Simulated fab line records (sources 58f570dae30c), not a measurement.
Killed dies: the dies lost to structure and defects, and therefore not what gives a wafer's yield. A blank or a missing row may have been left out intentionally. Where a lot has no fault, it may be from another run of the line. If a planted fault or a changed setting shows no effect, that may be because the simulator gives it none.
A struck lot beside a sound one :: flow berkeley cmos170 :: 15 steps out of a route of 331
Sound: these wafers, L226.2, L226.5, L226.6. Wafers L237.3, L237.4, L237.5 were the ones struck. The cause is named last.
Each step with rows lists, per side, the tool, then ch with its chambers, then its first start. Under that, the readings that differ: sound wafers :: struck wafers :: difference of the means :: sigmas: that difference in standard deviations of wafers without a fault.
alike: same words and numbers on both sides, and readings whose means sit less than 2 such deviations apart. not compared: any withheld reading, any reading some wafer has no value for, any bound like >300 that may hide the same value, and any number with overlapping values for which the record gives no deviation.
The two part at a step that has a row with sigmas, a row that says differs or no value, or rows on one side only. Numbers that don't overlap but have no deviation are shown without sigmas and don't part them. A reading that every wafer of one side lacks parts them only if that side has two wafers or more.

first, 2 steps without rows for these wafers: UCB170_FIELD_WET_ETCH_05 (etches Si3N4 in H3PO4, time 12600 s); UCB170_FIELD_WET_ETCH_06 (etches SiO2 in BOE, time 22 s).
UCB170_FIELD_THK_MEAS_90:
  sound on film metro-01, day 5 21:52; struck on film metro-01, day 8 03:22
  alike: FIELD_OXIDE_LEFT_1_THK
then, 2 steps without rows for these wafers: UCB170_SACOX_CLEAN_00 (cleans in dHF, time 7.5 s); UCB170_SACOX_OXIDATION_01 (target thk 14.4 nm, ox time 2400 s).
UCB170_SACOX_THK_MEAS_02:
  sound on film metro-04, day 6 06:15; struck on film metro-04, day 8 08:53
reading: SACOX_OXIDE_THK (nm)
sound: 14.44 14.39 14.48
struck: 14.87 15.00 14.85
difference: +0.47
sigmas: +2
then, 2 steps without rows for these wafers: UCB170_SCREENOX_WET_ETCH_00 (etches SiO2 in dHF, time 200 s); UCB170_SCREENOX_OXIDATION_01 (target thk 14.4 nm, ox time 2400 s).
UCB170_SCREENOX_THK_MEAS_02:
  sound on film metro-01, day 6 14:51; struck on film metro-01, day 8 13:40
reading: SCREENOX_OXIDE_THK (nm)
sound: 14.13 14.07 14.08
struck: 14.64 14.49 14.70
difference: +0.52
sigmas: +2
then, 3 steps without rows for these wafers: UCB170_SCREENOX_ANNEAL_03 (time 900 s); UCB170_NVT_HMDS_00 (prime time 60 s); UCB170_NVT_COAT_01 (resist thk 900 nm).
UCB170_NVT_SOFTBAKE_02: time 60 s.
  sound on litho track-04 ch 0, day 6 18:52; struck on litho track-04 ch 0, day 8 21:29
reading: run length s (s)
sound: 88.8 88.7 88.7
struck: 91.8 91.7 91.9
difference: +3.1
sigmas: +9
then, 1 step without rows for these wafers: UCB170_NVT_EXPOSE_03 (exposes mask PWELL, target cd 3000 nm).
UCB170_M3_PROBE_99:
  sound wafers here have rows in the record (prober-01, day 9 13:11); struck ones have none

## WHERE THEY PART
First at UCB170_SACOX_THK_MEAS_02; last, within this record, at UCB170_M3_PROBE_99.

WHY: what the simulator had put in
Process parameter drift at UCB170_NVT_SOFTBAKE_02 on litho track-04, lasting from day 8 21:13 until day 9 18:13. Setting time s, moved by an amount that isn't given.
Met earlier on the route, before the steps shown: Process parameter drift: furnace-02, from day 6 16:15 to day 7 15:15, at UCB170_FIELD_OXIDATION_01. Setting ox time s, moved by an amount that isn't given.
